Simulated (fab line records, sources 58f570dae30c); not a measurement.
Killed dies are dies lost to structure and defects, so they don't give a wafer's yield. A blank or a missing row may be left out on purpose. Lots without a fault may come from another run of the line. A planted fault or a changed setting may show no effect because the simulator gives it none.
Which tool did it? | flow berkeley_cmos170 | 7 lots, 21 wafers sampled, at 2 steps of a route of 331

WHAT THE GAUGES READ, wafer by wafer
UCB170_M1_CD_MEAS_90: target cd 700 nm.
lot  | measured     | on        | cd_nm (nm)
L499 | day 8 12:19  | cd_sem-02 | 698.2 697.0 698.2
L500 | day 9 06:05  | cd_sem-02 | - - -
L504 | day 10 03:50 | cd_sem-01 | - - -
L505 | day 11 12:10 | cd_sem-01 | 698.1 698.4 698.8
L511 | day 12 01:13 | cd_sem-01 | 696.8 699.3 697.9
L517 | day 13 02:25 | cd_sem-02 | 701.2 700.4 700.1
L515 | day 13 03:24 | cd_sem-02 | 698.9 701.8 698.9

WHICH TOOL RAN EACH LOT (tool, then ch and the chambers of the sampled wafers, then the start)
lot  | UCB170_M1_METAL_ETCH_12
L499 | rie_metal-04 ch 0,1, day 8 12:05
L500 | rie_metal-02 ch 0,1, day 9 05:51
L504 | rie_metal-03 ch 1, day 10 03:30
L505 | rie_metal-04 ch 0,1, day 11 11:56
L511 | rie_metal-03 ch 0,1, day 12 00:59
L517 | rie_metal-04 ch 0,1, day 13 02:11
L515 | rie_metal-04 ch 0,1, day 13 03:09
- UCB170_M1_METAL_ETCH_12: etches Al in Cl2/BCl3, stops on PSG, target depth 780 nm, time 130 s.

THE ANSWER, worked out from the rows above alone
Rule: what is usual is taken from the lots themselves. Put in order of their means at a reading, lots are off if they are a third of the lots or fewer, leave a main group of 4 or more, and stand apart from it by a gap of 3 or more times the standard deviation of the main group's means; of several such gaps the widest counts. A main group whose means are all the same, to the digits that the tables above print for the reading, isn't used. A lot without any number at a reading at which 4 lots or more have one is off too. The other lots that the step has rows for count as sound.
Off: L500, L504, at UCB170_M1_CD_MEAS_90 (cd_nm). Without a number there: L500, L504. The main group: mean 698.9 nm, standard deviation 1.1.
A tool fits if, at a process step before that reading, it ran every lot that is off, and no sound lot after the first of them. The gauges at UCB170_M1_CD_MEAS_90 are tried like those tools. None of those tried fits.

WHAT THE SIMULATOR HAD PUT IN
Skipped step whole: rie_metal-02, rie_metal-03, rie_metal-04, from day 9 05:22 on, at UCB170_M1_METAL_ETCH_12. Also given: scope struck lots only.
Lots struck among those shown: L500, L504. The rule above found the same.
